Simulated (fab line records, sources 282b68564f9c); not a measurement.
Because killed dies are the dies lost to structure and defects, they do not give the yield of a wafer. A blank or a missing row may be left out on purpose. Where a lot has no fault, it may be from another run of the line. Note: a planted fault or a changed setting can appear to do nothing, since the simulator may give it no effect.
fab line records | flow ritCmos
[record] lots = 5 wafers = 23
route steps=202 shown ACTIVE@4 FOX1@20 FOX2@23 NWELL@36 NRETRO@54 NLDD@104 PLDD@115 NSD@133
startH: hours from the record's first day to the start of the lot's first wafer shown | waitH: how many hours have passed since the lot's step before this one | " same as the row above | L1.1+2: several wafers, shown together as one row | - no value present, or no start provided | * or withheld: withheld | < > ~ a bound
route shown NAME@n: a module of which the file shows steps, and the number in the route of the first | usual: mean/standard deviation taken from wafers without a fault | same: alike in all rows | chamber/n: place in a boat | sites: the reading at each site | _std_site: standard deviation of those values | _edge_site: outer sites' mean less inner sites' | radiusMm: how far each site lies from the wafer's centre | mask NAME#n: copy n | behind: the last tool/chamber to shape the wafer | hold: what put the lot on hold/how long, in hours/how the hold closed | device: transistor that didn't switch, given as n, p or np | end of line: at the end of the route, the tests of the same wafers | a step given without rows: its recipe and nothing more | killed: dies lost to structure and defects at the first sort, not the wafer's yield | map: per-die view of a wafer (x killed, . not killed, _ where there is no die)
set.NAME: the run value of the setting; set.NAME@STEP: its run value at that earlier step | model.NAME: the simulator's own value behind a step, which no gauge read
lots with deliberately changed settings; one table per step, one row per wafer
[[steps]]
[step RIT_ACTIVE_CVD_03]
[recipe] material = Si3N4 targetThkNm = 150 tempC = 810 precursor = SiH2Cl2/NH3 timeS = 1500 pressureMtorr = 300 sih2cl2FlowSccm = 60 nh3FlowSccm = 150
// columns lot.wafer tool chamber startH waitH set.nh3FlowSccm
L074.2+3+4+5+6 - - - 0.0 168.9
L077.1+2+3+4+6 - - - 0.1 150
L078.2+3+4 lpcvd-02 1 32.97 0.0 150
L081.1+2+4+5+6 - - - 0.1 150
L083.1+2+3+5+6 - - - 0.1 139.8
[step RIT_ACTIVE_ETCH_13]
[recipe] stopOn = SiO2 chemistry = SF6 target = Si3N4 timeS = 210 overEtchFrac = 0.4 SF6_flow_sccm = 200 pressureMtorr = 260 rfW = 125 targetDepthA = 2100
// columns lot.wafer tool chamber startH waitH set.pressureMtorr
L074.2+3+4+5+6 rieDiel-01 3,1,2,0,3 14.89 0.1 291.2
L077.1+2+3+4+6 rieDiel-04 2,0,1,3,3 29.83 0.1 282.4
L078.2+3+4 rieDiel-03 1,2,0 35.99 0.1 260
L081.1+2+4+5+6 rieDiel-03 1,2,2,3,1 50.42 0.1 246.8
L083.1+2+3+5+6 rieDiel-01 1,3,2,3,0 60.54 0.1 278.8
[step RIT_ACTIVE_STRIP_14]
[recipe] chemistry = O2 timeS = 180 resist = NOVOLAK platenTempC = withheld powerW = 500 pressureMtorr = 4000 o2FlowSccm = 4000
[step RIT_ACTIVE_CLEAN_16]
[recipe] chemistry = dHF dilution = 50:1 timeS = 30
[step RIT_ACTIVE_CLEAN_17]
[recipe] chemistry = SC2 mix = 3:3:50 timeS = 600 tempC = 75 dry = n2Spin
[step RIT_FOX1_OXIDATION_00]
[recipe] tempC = 1092 ambient = H2O targetThkA = 3507 pH2oTorr = 720 oxTimeS = 1130
// columns lot.wafer tool chamber startH waitH set.nh3FlowSccm@ACTIVE_CVD_03 model.Si3N4_of_ACTIVE_CVD_03.thkNm
L074.2 furnace-02 0 17.05 1.4 168.9 158.6
L074.3+5 " 0 " " 168.9 157.5
L074.4 " 0 " " 168.9 158.5
L074.6 " 0 " " 168.9 157.1
L077.1 furnace-04 0 30.65 0.0 150 141
L077.2 " 0 " " 150 143.9
L077.3 " 0 " " 150 143
L077.4 " 0 " " 150 143.3
L077.6 " 0 " " 150 142.3
L078.2+4 furnace-04 0 36.81 0.0 150 142.6
L078.3 " 0 " " 150 142.8
L081.1+4 furnace-04 0 51.23 0.0 150 142.6
L081.2 " 0 " " 150 143.4
L081.5 " 0 " " 150 143.1
L081.6 " 0 " " 150 142.7
L083.1 furnace-04 0 61.37 0.0 139.8 138.8
L083.2 " 0 " " 139.8 138.3
L083.3 " 0 " " 139.8 137
L083.5 " 0 " " 139.8 137.8
L083.6 " 0 " " 139.8 138.4
[step RIT_FOX2_OXIDATION_00]
[recipe] tempC = 1100 ambient = H2O targetThkA = 3507 pH2oTorr = 720 oxTimeS = 1130
// columns lot.wafer tool chamber startH waitH set.oxTimeS set.nh3FlowSccm@ACTIVE_CVD_03 model.SiO2_of_FOX2_OXIDATION_00.thkNm model.Si3N4_of_ACTIVE_CVD_03.thkNm
L074.2 - - - 1.3 1222 168.9 364.9 146.9
L074.3 " - " " 1222 168.9 367.7 145.9
L074.4 " - " " 1222 168.9 365.8 146.8
L074.5 " - " " 1222 168.9 365.5 145.8
L074.6 " - " " 1222 168.9 364.8 145.5
L077.1 - - - 0.7 1022 150 335.2 130.1
L077.2 " - " " 1022 150 329.6 132.9
L077.3 " - " " 1022 150 333.9 132.1
L077.4 " - " " 1022 150 331.5 132.4
L077.6 " - " " 1022 150 336.2 131.4
L078.2 furnace-04 0 38.30 0.0 1130 150 348.3 131.2
L078.3 " 0 " " 1130 150 349.8 131.5
L078.4 " 0 " " 1130 150 347.7 131.3
L081.1 - - - 0.0 1130 150 354.8 131.2
L081.2 " - " " 1130 150 361.3 132.1
L081.4 " - " " 1130 150 357.8 131.3
L081.5 " - " " 1130 150 353.7 131.8
L081.6 " - " " 1130 150 353.1 131.3
L083.1 - - - 0.2 1087 139.8 341.4 127.5
L083.2 " - " " 1087 139.8 338.1 127.1
L083.3 " - " " 1087 139.8 339.5 125.8
L083.5 " - " " 1087 139.8 342.6 126.6
L083.6 " - " " 1087 139.8 344.9 127.2
[step RIT_FOX2_THK_MEAS_01]
[recipe] reads = SiO2_of_FOX2_OXIDATION_00
[usual] FOX2_OXIDE_THK = 351/6.3
// columns lot.wafer tool chamber startH waitH set.oxTimeS@FOX2_OXIDATION_00 FOX2_OXIDE_THK[nm]
L074.2 filmMetro-04 - - - 1222 365
L074.3 " - " " 1222 368
L074.4 " - " " 1222 366
L074.5 " - " " 1222 365
L074.6 " - " " 1222 365
L077.1 filmMetro-02 - - - 1022 335
L077.2 " - " " 1022 330
L077.3 " - " " 1022 334
L077.4 " - " " 1022 331
L077.6 " - " " 1022 336
L078.2 filmMetro-03 - 39.62 0.0 1130 348
L078.3 " - " " 1130 350
L078.4 " - " " 1130 348
L081.1 filmMetro-02 - - - 1130 355
L081.2 " - " " 1130 361
L081.4 " - " " 1130 358
L081.5 " - " " 1130 354
L081.6 " - " " 1130 353
L083.1 filmMetro-03 - - - 1087 341
L083.2 " - " " 1087 338
L083.3 " - " " 1087 340
L083.5 " - " " 1087 343
L083.6 " - " " 1087 345
[step RIT_FOX2_CLEAN_02]
[recipe] chemistry = dHF dilution = 50:1 timeS = 180
[step RIT_FOX2_WET_ETCH_03]
[recipe] chemistry = H3PO4 target = Si3N4 targetDepthNm = 195 tempC = 165 timeS = 2700
[step RIT_FOX2_THK_MEAS_90]
[recipe] reads = SiO2_of_FOX2_OXIDATION_00
[usual] FIELD_OXIDE_LEFT_1_THK = 323/6.5
// columns lot.wafer tool chamber startH waitH set.oxTimeS@FOX2_OXIDATION_00 FIELD_OXIDE_LEFT_1_THK[nm]
L074.2 filmMetro-04 - 22.19 0.0 1222 338
L074.3 " - " " 1222 340
L074.4 " - " " 1222 339
L074.5 " - " " 1222 338
L074.6 " - " " 1222 337
L077.1 filmMetro-02 - 35.13 0.0 1022 308
L077.2 " - " " 1022 302
L077.3 " - " " 1022 307
L077.4 " - " " 1022 304
L077.6 " - " " 1022 309
L078.2 filmMetro-02 - 40.50 0.0 1130 320
L078.3 " - " " 1130 322
L078.4 " - " " 1130 320
L081.1 filmMetro-03 - 54.92 0.0 1130 328
L081.2 " - " " 1130 334
L081.4 " - " " 1130 331
L081.5 " - " " 1130 326
L081.6 " - " " 1130 326
L083.1 filmMetro-03 - 65.29 0.0 1087 314
L083.2 " - " " 1087 311
L083.3 " - " " 1087 312
L083.5 " - " " 1087 316
L083.6 " - " " 1087 318
[step RIT_NWELL_IMPLANT_08]
[recipe] species = P energyKev = 170 doseCm2 = 5e+13 tiltDeg = 7
// columns lot.wafer tool chamber startH waitH set.energyKev model.implant.rpNm model.implant.drpNm
L074.2+3+5 implanter-02 0 23.43 0.2 162.2 204.3 66.49
L074.4+6 " 0 " " 170 214.5 68.82
L077.1+4 implanter-02 0 36.47 0.2 162.9 198.7 66.7
L077.2+3+6 " 0 " " 170 207.7 68.82
L078.2+3+4 implanter-02 0 41.89 0.2 170 213.6 68.82
L081.1+4 implanter-02 0 56.22 0.2 175 220.6 70.34
L081.2+5+6 " 0 " " 170 214.2 68.82
L083.1+2+3+5+6 implanter-02 0 66.55 0.2 170 210.2 68.82
[step RIT_NRETRO_COAT_01]
[recipe] resist = NOVOLAK spinRpm = 2000 resistThkNm = 1300
// columns lot.wafer tool chamber startH waitH set.resistThkNm model.NOVOLAK_of_NRETRO_COAT_01.thkNm
L074.2 lithoTrack-04 0 32.13 0.1 1300 1302
L074.3 " 0 " " 1359 1360
L074.4 " 0 " " 1300 1297
L074.5 " 0 " " 1359 1362
L074.6 " 0 " " 1359 1358
L077.1 lithoTrack-04 0 43.98 0.1 1300 1301
L077.2+4 " 0 " " 1331 1332
L077.3 " 0 " " 1300 1304
L077.6 " 0 " " 1331 1334
L078.2 lithoTrack-02 0 49.42 0.1 1300 1302
L078.3 " 0 " " 1300 1299
L078.4 " 0 " " 1300 1301
L081.1 lithoTrack-02 0 63.90 0.1 1353 1364
L081.2 " 0 " " 1353 1360
L081.4 " 0 " " 1300 1308
L081.5 " 0 " " 1300 1303
L081.6 " 0 " " 1300 1302
L083.1 lithoTrack-03 0 74.75 0.1 1300 1297
L083.2 " 0 " " 1300 1294
L083.3+6 " 0 " " 1342 1337
L083.5 " 0 " " 1342 1336
[step RIT_NRETRO_SOFTBAKE_02]
[recipe] resist = NOVOLAK tempC = 90 timeS = 60
// columns lot.wafer tool chamber startH waitH set.tempC
L074.2+4+6 lithoTrack-04 0 32.28 0.1 90
L074.3+5 " 0 " " 86.86
L077.1+2 lithoTrack-04 0 44.13 0.1 91.25
L077.3+4+6 " 0 " " 90
L078.2+3+4 lithoTrack-02 0 49.57 0.1 90
L081.1+2+6 lithoTrack-02 0 64.05 0.1 90
L081.4+5 " 0 " " 86.64
L083.1+2+3 lithoTrack-03 0 74.90 0.1 90
L083.5+6 " 0 " " 92.38
[step RIT_NRETRO_EXPOSE_03]
[recipe] maskId = M4 na = 0.57 targetCdNm = 43900 doseMj = 250
[step RIT_NRETRO_PEB_04]
[recipe] resist = NOVOLAK tempC = withheld timeS = withheld
[step RIT_NRETRO_DEVELOP_05]
[recipe] resist = NOVOLAK developTimeS = 68 devTempC = 23
[step RIT_NRETRO_HARDBAKE_07]
[recipe] resist = NOVOLAK tempC = 140 timeS = 120
// columns lot.wafer tool chamber startH waitH set.resistThkNm@NRETRO_COAT_01 model.NOVOLAK_of_NRETRO_COAT_01.thkNm
L074.2 lithoTrack-02 0 33.04 0.1 1300 1138
L074.3 " 0 " " 1359 1188
L074.4 " 0 " " 1300 1134
L074.5 " 0 " " 1359 1190
L074.6 " 0 " " 1359 1187
L077.1 lithoTrack-03 0 44.88 0.0 1300 1138
L077.2 " 0 " " 1331 1164
L077.3 " 0 " " 1300 1140
L077.4 " 0 " " 1331 1165
L077.6 " 0 " " 1331 1166
L078.2 lithoTrack-03 0 50.21 0.1 1300 1139
L078.3 " 0 " " 1300 1136
L078.4 " 0 " " 1300 1138
L081.1 lithoTrack-04 0 64.79 0.0 1353 1192
L081.2 " 0 " " 1353 1188
L081.4 " 0 " " 1300 1144
L081.5+6 " 0 " " 1300 1139
L083.1 lithoTrack-04 0 75.51 0.0 1300 1134
L083.2 " 0 " " 1300 1132
L083.3+6 " 0 " " 1342 1169
L083.5 " 0 " " 1342 1168
[step RIT_NLDD_COAT_01]
[recipe] resist = NOVOLAK spinRpm = 3250 resistThkNm = 1000
// columns lot.wafer tool chamber startH waitH set.spinRpm model.NOVOLAK_of_NLDD_COAT_01.thkNm
L074.2 lithoTrack-04 0 44.64 0.1 3250 998.6
L074.3 " 0 " " 3250 999.7
L074.4 " 0 " " 3250 1000
L074.5 " 0 " " 3250 1001
L074.6 " 0 " " 3250 999.3
L077.1+2+6 lithoTrack-03 0 56.93 0.1 3250 1002
L077.3 " 0 " " 3250 998.8
L077.4 " 0 " " 3250 998.5
L078.2 lithoTrack-04 0 61.61 0.1 3250 998.5
L078.3 " 0 " " 3250 999.9
L078.4 " 0 " " 3250 998.7
L081.1 lithoTrack-01 0 76.92 0.1 3383 977.4
L081.2 " 0 " " 3250 996.1
L081.4+5 " 0 " " 3383 981.1
L081.6 " 0 " " 3250 998.9
L083.1 lithoTrack-04 0 86.99 0.1 3250 998
L083.2 " 0 " " 3146 1012
L083.3+5 " 0 " " 3146 1013
L083.6 " 0 " " 3250 997.6
[step RIT_NLDD_SOFTBAKE_02]
[recipe] resist = NOVOLAK tempC = 90 timeS = 62.37
[step RIT_NLDD_EXPOSE_03]
[recipe] maskId = M7 na = 0.57 targetCdNm = 40700 doseMj = 250
[step RIT_NLDD_DEVELOP_05]
[recipe] resist = NOVOLAK developTimeS = 50 devTempC = 23
[step RIT_NLDD_HARDBAKE_07]
[recipe] resist = NOVOLAK tempC = 140 timeS = 60
// columns lot.wafer tool chamber startH waitH set.spinRpm@NLDD_COAT_01 model.NOVOLAK_of_NLDD_COAT_01.thkNm
L074.2 lithoTrack-04 0 45.56 0.0 3250 882.6
L074.3 " 0 " " 3250 883.6
L074.4 " 0 " " 3250 883.8
L074.5 " 0 " " 3250 884.3
L074.6 " 0 " " 3250 883.2
L077.1 lithoTrack-03 0 58.04 0.1 3250 885.2
L077.2 " 0 " " 3250 885.4
L077.3 " 0 " " 3250 882.8
L077.4 " 0 " " 3250 882.5
L077.6 " 0 " " 3250 885.7
L078.2 lithoTrack-03 0 62.47 0.0 3250 882.5
L078.3 " 0 " " 3250 883.7
L078.4 " 0 " " 3250 882.7
L081.1 lithoTrack-03 0 77.66 0.0 3383 864
L081.2 " 0 " " 3250 880.3
L081.4+5 " 0 " " 3383 867.3
L081.6 " 0 " " 3250 882.8
L083.1 lithoTrack-01 0 87.85 0.0 3250 882
L083.2 " 0 " " 3146 894.6
L083.3 " 0 " " 3146 895
L083.5 " 0 " " 3146 895.6
L083.6 " 0 " " 3250 881.6
[step RIT_PLDD_COAT_01]
[recipe] resist = NOVOLAK spinRpm = 3250 resistThkNm = 1000
// columns lot.wafer tool chamber startH waitH set.resistThkNm model.NOVOLAK_of_PLDD_COAT_01.thkNm
L074.2 lithoTrack-02 0 46.24 0.1 1000 1004
L074.3 " 0 " " 984.4 989.6
L074.4 " 0 " " 984.4 989.3
L074.5 " 0 " " 1000 1006
L074.6 " 0 " " 1000 1002
L077.1 lithoTrack-03 0 58.72 0.1 1000 1000
L077.2 " 0 " " 946.2 945.5
L077.3 " 0 " " 946.2 946.1
L077.4 " 0 " " 946.2 946.8
L077.6 " 0 " " 1000 999.9
L078.2 lithoTrack-02 0 63.15 0.1 1000 1002
L078.3 " 0 " " 1000 999.6
L078.4 " 0 " " 1000 1003
L081.1 lithoTrack-02 0 78.34 0.1 1035 1034
L081.2 " 0 " " 1000 997.5
L081.4 " 0 " " 1000 997.8
L081.5 " 0 " " 1035 1037
L081.6 " 0 " " 1000 998
L083.1+6 lithoTrack-03 0 88.53 0.1 1000 1001
L083.2 " 0 " " 1000 1000
L083.3 " 0 " " 1000 998.6
L083.5 " 0 " " 1000 1003
[step RIT_PLDD_SOFTBAKE_02]
[recipe] resist = NOVOLAK tempC = 89.12 timeS = 60
[step RIT_PLDD_EXPOSE_03]
[recipe] maskId = M8 na = 0.57 targetCdNm = 40900 doseMj = 250
[step RIT_PLDD_DEVELOP_05]
[recipe] resist = NOVOLAK developTimeS = 50 devTempC = 23
[step RIT_PLDD_HARDBAKE_07]
[recipe] resist = NOVOLAK tempC = 140 timeS = 60
// columns lot.wafer tool chamber startH waitH set.resistThkNm@PLDD_COAT_01 model.NOVOLAK_of_PLDD_COAT_01.thkNm
L074.2 lithoTrack-04 0 46.98 0.0 1000 887.2
L074.3 " 0 " " 984.4 874.7
L074.4 " 0 " " 984.4 874.4
L074.5 " 0 " " 1000 888.6
L074.6 " 0 " " 1000 885.6
L077.1 lithoTrack-03 0 59.46 0.0 1000 884.2
L077.2 " 0 " " 946.2 836.1
L077.3 " 0 " " 946.2 836.6
L077.4 " 0 " " 946.2 837.2
L077.6 " 0 " " 1000 883.7
L078.2 lithoTrack-03 0 64.01 0.0 1000 885.3
L078.3 " 0 " " 1000 883.4
L078.4 " 0 " " 1000 886.1
L081.1 lithoTrack-04 0 79.21 0.0 1035 913.7
L081.2 " 0 " " 1000 881.5
L081.4 " 0 " " 1000 881.8
L081.5 " 0 " " 1035 915.9
L081.6 " 0 " " 1000 882
L083.1 lithoTrack-04 0 89.39 0.0 1000 884.4
L083.2 " 0 " " 1000 883.9
L083.3 " 0 " " 1000 882.6
L083.5 " 0 " " 1000 886.2
L083.6 " 0 " " 1000 884.9
[step RIT_PLDD_IMPLANT_08]
[recipe] species = BF2 energyKev = 20 doseCm2 = 9e+14 tiltDeg = 7
// columns lot.wafer tool chamber startH waitH set.energyKev model.implant.rpNm model.implant.drpNm
L074.2+3+4+5+6 implanter-02 0 47.13 0.1 20 17.03 9.752
L077.1+3+6 implanter-04 0 59.61 0.1 20 17.7 9.752
L077.2+4 " 0 " " 19.45 17.32 9.562
L078.2+3+4 implanter-02 0 64.16 0.1 20 17.4 9.752
L081.1+4+6 implanter-01 0 79.36 0.1 20 17.43 9.752
L081.2+5 " 0 " " 19.62 17.17 9.621
L083.1+3+5 implanter-04 0 89.54 0.1 18.87 16.59 9.361
L083.2+6 " 0 " " 20 17.36 9.752
[step RIT_NSD_SOFTBAKE_02]
[recipe] resist = NOVOLAK tempC = 90 timeS = 60
// columns lot.wafer tool chamber startH waitH set.tempC
L074.2+4+6 lithoTrack-01 0 50.31 0.1 90
L074.3+5 " 0 " " 86.86
L077.1+4+6 lithoTrack-03 0 63.78 0.1 88.36
L077.2+3 " 0 " " 90
L078.2+3+4 lithoTrack-01 0 67.37 0.1 90
L081.1+2+4 lithoTrack-02 0 82.54 0.1 90
L081.5+6 " 0 " " 88.78
L083.1+2+5 lithoTrack-01 0 94.45 0.1 93.63
L083.3+6 " 0 " " 90
[step RIT_NSD_EXPOSE_03]
[recipe] maskId = M9 na = 0.57 targetCdNm = 40700 doseMj = 250
[step RIT_NSD_PEB_04]
[recipe] resist = NOVOLAK tempC = withheld timeS = withheld
[step RIT_NSD_DEVELOP_05]
[recipe] resist = NOVOLAK developTimeS = 50 devTempC = 23
// columns lot.wafer tool chamber startH waitH set.tempC@NSD_SOFTBAKE_02 model.NOVOLAK_of_NSD_COAT_01.thkNm
L074.2 lithoTrack-03 0 - - 90 1007
L074.3 " 0 " " 86.86 1014
L074.4 " 0 " " 90 1009
L074.5 " 0 " " 86.86 1016
L074.6 " 0 " " 90 1006
L077.1+6 lithoTrack-01 0 - - 88.36 1018
L077.2 " 0 " " 90 1015
L077.3 " 0 " " 90 1014
L077.4 " 0 " " 88.36 1017
L078.2 lithoTrack-01 0 - - 90 1011
L078.3+4 " 0 " " 90 1012
L081.1+4 lithoTrack-02 0 - - 90 1016
L081.2 " 0 " " 90 1018
L081.5 " 0 " " 88.78 1021
L081.6 " 0 " " 88.78 1024
L083.1 lithoTrack-01 0 - - 93.63 1008
L083.2 " 0 " " 93.63 1005
L083.3 " 0 " " 90 1014
L083.5 " 0 " " 93.63 1006
L083.6 " 0 " " 90 1011
[step RIT_NSD_IMPLANT_08]
[recipe] species = P energyKev = 25 doseCm2 = 1e+15 tiltDeg = 7
// columns lot.wafer tool chamber startH waitH set.energyKev model.implant.drpNm
L074.2+3+6 implanter-04 0 51.17 0.1 24.22 14.56
L074.4+5 " 0 " " 25 14.84
L077.1+2 implanter-04 0 64.51 0.1 26.4 15.33
L077.3+4+6 " 0 " " 25 14.84
L078.2+3+4 implanter-03 0 68.24 0.1 25 14.84
L081.1+2+5 implanter-04 0 83.27 0.1 23.6 14.33
L081.4+6 " 0 " " 25 14.84
L083.1+2+6 implanter-03 0 95.31 0.1 26.35 15.32
L083.3+5 " 0 " " 25 14.84
[[key]]
[split] step = RIT_ACTIVE_CVD_03 setting = nh3FlowSccm stated = 150 by = lot
[response] step = RIT_FOX1_OXIDATION_00 reading = model.Si3N4_of_ACTIVE_CVD_03.thkNm change = +1.06 per = 1% r = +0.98
[response] step = RIT_FOX2_OXIDATION_00 reading = model.Si3N4_of_ACTIVE_CVD_03.thkNm change = +1.03 per = 1% r = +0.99
[split] step = RIT_ACTIVE_ETCH_13 setting = pressureMtorr stated = 260 by = lot
response none clear
[split] step = RIT_FOX2_OXIDATION_00 setting = oxTimeS stated = 1130 by = lot
[response] step = RIT_FOX2_OXIDATION_00 reading = model.SiO2_of_FOX2_OXIDATION_00.thkNm change = +1.9 per = 1% r = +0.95
[response] step = RIT_FOX2_THK_MEAS_01 reading = FOX2_OXIDE_THK change = +1.9 per = 1% r = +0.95
[response] step = RIT_FOX2_THK_MEAS_90 reading = FIELD_OXIDE_LEFT_1_THK change = +1.88 per = 1% r = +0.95
[split] step = RIT_NWELL_IMPLANT_08 setting = energyKev stated = 170 by = wafer
[response] step = RIT_NWELL_IMPLANT_08 reading = model.implant.rpNm change = +2.18 per = 1% r = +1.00
[response] step = RIT_NWELL_IMPLANT_08 reading = model.implant.drpNm change = +0.51 per = 1% r = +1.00
[split] step = RIT_NRETRO_COAT_01 setting = resistThkNm stated = 1300 by = wafer
[response] step = RIT_NRETRO_COAT_01 reading = model.NOVOLAK_of_NRETRO_COAT_01.thkNm change = +13.4 per = 1% r = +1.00
[response] step = RIT_NRETRO_HARDBAKE_07 reading = model.NOVOLAK_of_NRETRO_COAT_01.thkNm change = +11.5 per = 1% r = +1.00
[split] step = RIT_NRETRO_SOFTBAKE_02 setting = tempC stated = 90 by = wafer
response none clear
[split] step = RIT_NLDD_COAT_01 setting = spinRpm stated = 3250 by = wafer
[response] step = RIT_NLDD_COAT_01 reading = model.NOVOLAK_of_NLDD_COAT_01.thkNm change = -4.46 per = 1% r = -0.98
[response] step = RIT_NLDD_HARDBAKE_07 reading = model.NOVOLAK_of_NLDD_COAT_01.thkNm change = -3.9 per = 1% r = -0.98
[split] step = RIT_PLDD_COAT_01 setting = resistThkNm stated = 1000 by = wafer
[response] step = RIT_PLDD_COAT_01 reading = model.NOVOLAK_of_PLDD_COAT_01.thkNm change = +10.2 per = 1% r = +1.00
[response] step = RIT_PLDD_HARDBAKE_07 reading = model.NOVOLAK_of_PLDD_COAT_01.thkNm change = +8.93 per = 1% r = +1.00
[split] step = RIT_PLDD_IMPLANT_08 setting = energyKev stated = 20 by = wafer
[response] step = RIT_PLDD_IMPLANT_08 reading = model.implant.rpNm change = +0.137 per = 1% r = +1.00
[response] step = RIT_PLDD_IMPLANT_08 reading = model.implant.drpNm change = +0.069 per = 1% r = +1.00
[split] step = RIT_NSD_SOFTBAKE_02 setting = tempC stated = 90 by = wafer
[response] step = RIT_NSD_DEVELOP_05 reading = model.NOVOLAK_of_NSD_COAT_01.thkNm change = -1.95 per = 1% r = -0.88
[split] step = RIT_NSD_IMPLANT_08 setting = energyKev stated = 25 by = wafer
[response] step = RIT_NSD_IMPLANT_08 reading = model.implant.drpNm change = +0.0893 per = 1% r = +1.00
